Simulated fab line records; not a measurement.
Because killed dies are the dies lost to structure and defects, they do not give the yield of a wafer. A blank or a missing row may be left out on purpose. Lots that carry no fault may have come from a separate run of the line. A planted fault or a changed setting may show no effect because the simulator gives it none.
Which tool did it? / flow ritCmos / 21 wafers from 7 lots sampled at 2 of the route's 202 steps

== WHAT THE GAUGES READ, wafer by wafer ==
RIT_NLDD_OVL_MEAS_06.
lot=L967; measured=day 2 22:24; on=overlay-01; NLDD_OVL (nm)=0.4 0.2 0.7
lot=L971; measured=day 3 18:55; on=overlay-01; NLDD_OVL (nm)=-0.5 -3.1 -2.9
lot=L975; measured=day 4 15:24; on=overlay-01; NLDD_OVL (nm)=-0.9 -0.1 -0.2
lot=L978; measured=day 5 04:43; on=overlay-01; NLDD_OVL (nm)=-179.9 -182.0 -180.6
lot=L983; measured=day 6 07:15; on=overlay-01; NLDD_OVL (nm)=-1.9 -0.3 -2.1
lot=L987; measured=day 7 02:21; on=overlay-01; NLDD_OVL (nm)=-2.5 -3.1 -3.2
lot=L989; measured=day 7 11:31; on=overlay-01; NLDD_OVL (nm)=-1.4 -1.8 -2.2

== WHICH TOOL RAN EACH LOT (tool, then ch and the chambers of the sampled wafers, then the start) ==
lot=L967; RIT_NLDD_EXPOSE_03=ilineStepper-01 ch 0, day 2 22:00
lot=L971; RIT_NLDD_EXPOSE_03=ilineStepper-01 ch 0, day 3 18:32
lot=L975; RIT_NLDD_EXPOSE_03=ilineStepper-02 ch 0, day 4 15:02
lot=L978; RIT_NLDD_EXPOSE_03=ilineStepper-02 ch 0, day 5 04:19
lot=L983; RIT_NLDD_EXPOSE_03=ilineStepper-01 ch 0, day 6 06:52
lot=L987; RIT_NLDD_EXPOSE_03=ilineStepper-01 ch 0, day 7 01:57
lot=L989; RIT_NLDD_EXPOSE_03=ilineStepper-01 ch 0, day 7 11:07
- RIT_NLDD_EXPOSE_03: exposes mask M7, target cd 40700 nm.

== THE ANSWER, worked out from the rows above alone ==
Rule: what is usual is taken from the lots themselves. Put in order of their means at a reading, lots are off if they are a third of the lots or fewer, leave a main group of 4 or more, and stand apart from it by a gap of 3 or more times the standard deviation of the main group's means; of several such gaps the widest counts. A main group whose means are all the same, to the digits that the tables above print for the reading, isn't used. Also off: a lot with no number at a reading for which 4 or more lots have one. All remaining lots with rows at the step are treated as sound.
Off: L978, at RIT_NLDD_OVL_MEAS_06 (NLDD_OVL). For the main group the mean is -1.4 nm and the standard deviation 1.1.
If a tool, at a process step before that reading, ran all the lots that are off and no sound lot after the first of them, it fits. Those tools and the gauges at RIT_NLDD_OVL_MEAS_06 are tried in the same way. One fits: RIT_NLDD_EXPOSE_03 on ilineStepper-02. A fault onset in the window from L975 (day 4 15:02, its last sound lot) to L978 (day 5 04:19, its first lot off) fits.

== WHAT THE SIMULATOR HAD PUT IN ==
Scanner matching overlay: ilineStepper-02, from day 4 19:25 on, at RIT_NLDD_EXPOSE_03. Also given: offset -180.
Struck lots among those shown: L978. The rule given above showed the same thing.
